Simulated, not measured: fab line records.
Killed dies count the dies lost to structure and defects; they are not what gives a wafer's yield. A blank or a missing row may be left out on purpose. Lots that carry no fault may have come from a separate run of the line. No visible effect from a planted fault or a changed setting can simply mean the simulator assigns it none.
Commonality check across tools	flow rit cmos	14 lots and 42 wafers in the sample

WHAT PROMPTED THE OPENING
Of 14 lots, 2 have the reading SILICIDE_TI_RS flagged at RIT_SILICIDE_RS_MEAS_02. No-fault wafers: 50.9 ohm/sq, standard deviation 0.73.
Rule: a lot gets a flag if all its wafers with a number sit over 4 standard deviations from that mean, or if no wafer of it has a number. The other lots count as sound.

lot	measured	on	SILICIDE_TI_RS (ohm/sq), wafer by wafer	flag
L135	day 3 03:53	film metro-04	51.8 51.8 51.4	
L139	day 3 22:36	film metro-01	50.7 50.0 50.1	
L140	day 4 05:04	film metro-04	51.2 51.0 51.4	
L141	day 4 10:24	film metro-02	49.3 49.5 49.8	
L143	day 4 20:02	film metro-04	51.0 51.1 51.4	
L144	day 4 23:19	film metro-01	51.8 51.7 51.5	
L146	day 5 10:40	film metro-02	50.4 49.7 49.7	
L147	day 5 15:30	film metro-04	51.7 51.4 51.8	
L149	day 6 03:11	film metro-02	51.6 50.5 50.7	
L151	day 6 12:28	film metro-01	31.9 32.0 31.9	FLAGGED
L153	day 6 20:23	film metro-01	32.2 32.2 32.0	FLAGGED
L154	day 7 01:52	film metro-01	50.8 50.3 50.4	
L156	day 7 13:23	film metro-02	49.7 50.5 50.3	
L158	day 8 00:14	film metro-01	49.0 49.9 49.6	
Average over the flagged lots: 32.0 ohm/sq; offset from the usual -18.9 ohm/sq, equal to -26 standard deviations.

LOT BY LOT: THE TOOL USED
The record keeps 1 process step preceding the reading, out of 202 steps on the route. In each cell: the tool, then ch and the chambers that the sampled wafers went through, then the start.
lot	flag	RIT_SILICIDE_SPUTTER_01
L135		pvd sputter-02, day 3 03:40
L139		pvd sputter-04, day 3 22:26
L140		pvd sputter-02, day 4 04:53
L141		pvd sputter-01, day 4 10:13
L143		pvd sputter-01, day 4 19:53
L144		pvd sputter-02, day 4 23:07
L146		pvd sputter-02, day 5 10:31
L147		pvd sputter-01, day 5 15:20
L149		pvd sputter-01, day 6 03:02
L151	FLAGGED	pvd sputter-01, day 6 12:18
L153	FLAGGED	pvd sputter-01, day 6 20:14
L154		pvd sputter-02, day 7 01:41
L156		pvd sputter-02, day 7 13:10
L158		pvd sputter-02, day 8 00:03
What these steps do:
- RIT_SILICIDE_SPUTTER_01: material Ti, target thk 30 nm, time 229.5 s.
- RIT_SILICIDE_RS_MEAS_02: measures by four-point-probe.

FLAGGED AGAINST TOTAL, ONE TOOL AT A TIME (gauges that did the reading follow at the end)
step	tool	lots run	flagged	share of the flagged lots	sound lots run after its first flagged lot
RIT_SILICIDE_SPUTTER_01	pvd sputter-01	6	2	all	0
RIT_SILICIDE_SPUTTER_01	pvd sputter-02	7	0	none	-
RIT_SILICIDE_SPUTTER_01	pvd sputter-04	1	0	none	-
RIT_SILICIDE_RS_MEAS_02	film metro-01	6	2	all	2 (L154,L158)
RIT_SILICIDE_RS_MEAS_02	film metro-02	4	0	none	-
RIT_SILICIDE_RS_MEAS_02	film metro-04	4	0	none	-

THE TABLE: WHAT IT ALLOWS
In 2 table rows, all flagged lots were run: pvd sputter-01 (RIT_SILICIDE_SPUTTER_01), film metro-01 (RIT_SILICIDE_RS_MEAS_02).
- pvd sputter-01 at RIT_SILICIDE_SPUTTER_01 ran 6 lots, 2 of them flagged. Its last sound lot is L149 (day 6 03:02), its first flagged lot L151 (day 6 12:18): a fault that began between those two fits.
- film metro-01 at RIT_SILICIDE_RS_MEAS_02 ran 6 lots, 2 of them flagged. Sound lots followed the first flagged one (L154, L158) on it, something a lasting fault affecting the whole tool could not allow.
One tool is left: pvd sputter-01 at RIT_SILICIDE_SPUTTER_01.

WHAT THE SIMULATOR PUT IN
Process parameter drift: pvd sputter-01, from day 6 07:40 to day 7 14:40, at RIT_SILICIDE_SPUTTER_01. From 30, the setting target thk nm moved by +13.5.
Shown lots that were struck: L151, L153. Same finding as the rule above.
